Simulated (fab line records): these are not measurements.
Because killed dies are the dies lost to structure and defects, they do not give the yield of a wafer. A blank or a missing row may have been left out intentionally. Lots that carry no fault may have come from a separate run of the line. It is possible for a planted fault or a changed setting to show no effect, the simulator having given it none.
Split-lot trial / flow berkeleyCmos170 / route with 331 steps; 5 lots, 23 wafers read

THE SPLIT
At UCB170_PSD_EXPOSE_03 (exposes mask PSELECT MOD, target cd 1200 nm), the setting doseMj was moved away from the recipe's 30 on 4 of the 23 wafers read, by +2.1% to +6.7%. All remaining wafers had this setting at the recipe value.

FROM THE SPLIT TO THE READING: what the file shows between them, 2 steps
- UCB170_PSD_PEB_04
- UCB170_PSD_DEVELOP_05: develop time 45 s

THE READING
cdNm, in nm, at UCB170_PSD_CD_MEAS_06 (target cd 1200 nm). A value of 1199.1 nm with a standard deviation of 1.1 nm is what fault-free wafers of this fab line usually give.

wafer=L074.1; tool, chamber at the split=krfScanner-02, 0; doseMj as run=30; against the recipe=recipe; cdNm, nm=1198.3; against lot-mates on the recipe=-
wafer=L074.2; tool, chamber at the split=krfScanner-02, 0; doseMj as run=30; against the recipe=recipe; cdNm, nm=1199.2; against lot-mates on the recipe=-
wafer=L074.4; tool, chamber at the split=krfScanner-02, 0; doseMj as run=30; against the recipe=recipe; cdNm, nm=1199.4; against lot-mates on the recipe=-
wafer=L074.5; tool, chamber at the split=krfScanner-02, 0; doseMj as run=30; against the recipe=recipe; cdNm, nm=1198.8; against lot-mates on the recipe=-
wafer=L074.6; tool, chamber at the split=krfScanner-02, 0; doseMj as run=30; against the recipe=recipe; cdNm, nm=1199.5; against lot-mates on the recipe=-
wafer=L076.1; tool, chamber at the split=krfScanner-01, 0; doseMj as run=30; against the recipe=recipe; cdNm, nm=1199.5; against lot-mates on the recipe=-
wafer=L076.2; tool, chamber at the split=krfScanner-01, 0; doseMj as run=30; against the recipe=recipe; cdNm, nm=1198.6; against lot-mates on the recipe=-
wafer=L076.3; tool, chamber at the split=krfScanner-01, 0; doseMj as run=30; against the recipe=recipe; cdNm, nm=1198.9; against lot-mates on the recipe=-
wafer=L076.4; tool, chamber at the split=krfScanner-01, 0; doseMj as run=30; against the recipe=recipe; cdNm, nm=1199.0; against lot-mates on the recipe=-
wafer=L076.6; tool, chamber at the split=krfScanner-01, 0; doseMj as run=30; against the recipe=recipe; cdNm, nm=1199.2; against lot-mates on the recipe=-
wafer=L081.1; tool, chamber at the split=krfScanner-01, 0; doseMj as run=32.01; against the recipe=+6.7%; cdNm, nm=1211.9; against lot-mates on the recipe=+12.5
wafer=L081.2; tool, chamber at the split=krfScanner-01, 0; doseMj as run=30; against the recipe=recipe; cdNm, nm=1199.1; against lot-mates on the recipe=-
wafer=L081.3; tool, chamber at the split=krfScanner-01, 0; doseMj as run=30; against the recipe=recipe; cdNm, nm=1200.0; against lot-mates on the recipe=-
wafer=L081.5; tool, chamber at the split=krfScanner-01, 0; doseMj as run=30; against the recipe=recipe; cdNm, nm=1199.2; against lot-mates on the recipe=-
wafer=L081.6; tool, chamber at the split=krfScanner-01, 0; doseMj as run=32.01; against the recipe=+6.7%; cdNm, nm=1210.5; against lot-mates on the recipe=+11.1
wafer=L082.1; tool, chamber at the split=krfScanner-01, 0; doseMj as run=30; against the recipe=recipe; cdNm, nm=1198.2; against lot-mates on the recipe=-
wafer=L082.2; tool, chamber at the split=krfScanner-01, 0; doseMj as run=30; against the recipe=recipe; cdNm, nm=1197.4; against lot-mates on the recipe=-
wafer=L082.4; tool, chamber at the split=krfScanner-01, 0; doseMj as run=30; against the recipe=recipe; cdNm, nm=1197.1; against lot-mates on the recipe=-
wafer=L084.1; tool, chamber at the split=krfScanner-02, 0; doseMj as run=30.63; against the recipe=+2.1%; cdNm, nm=1203.9; against lot-mates on the recipe=+2.9
wafer=L084.3; tool, chamber at the split=krfScanner-02, 0; doseMj as run=30.63; against the recipe=+2.1%; cdNm, nm=1203.1; against lot-mates on the recipe=+2.1
wafer=L084.4; tool, chamber at the split=krfScanner-02, 0; doseMj as run=30; against the recipe=recipe; cdNm, nm=1200.4; against lot-mates on the recipe=-
wafer=L084.5; tool, chamber at the split=krfScanner-02, 0; doseMj as run=30; against the recipe=recipe; cdNm, nm=1201.0; against lot-mates on the recipe=-
wafer=L084.6; tool, chamber at the split=krfScanner-02, 0; doseMj as run=30; against the recipe=recipe; cdNm, nm=1201.6; against lot-mates on the recipe=-

FIT RESULTS
A straight line over all 23 wafers: cdNm changes by +1.81 nm for each +1% of doseMj; r = +0.96; the points scatter about the line by 1.1 nm.
The same after taking each lot's own level away (the mean of its wafers on the recipe; 23 wafers): +1.72 nm for each +1%; r = +0.99; scatter 0.58 nm.
On that fit, the largest move of doseMj shifts the reading by 12 nm.
The lots' own levels span 1197.57 to 1201.00 nm, that is 3.1 times the standard deviation above.
Consequently the slope shifts little with the lot-to-lot level, the two slopes agreeing.
Check: +10.6 nm against its lot-mates is what the line predicts for one of the wafers moved furthest among these (+6.7%) when that wafer is left out of the fit. It came out at +12.5 nm against them.

THE FILE'S OWN FIT
cdNm changes by +1.71 nm for each +1% of doseMj, r = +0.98.
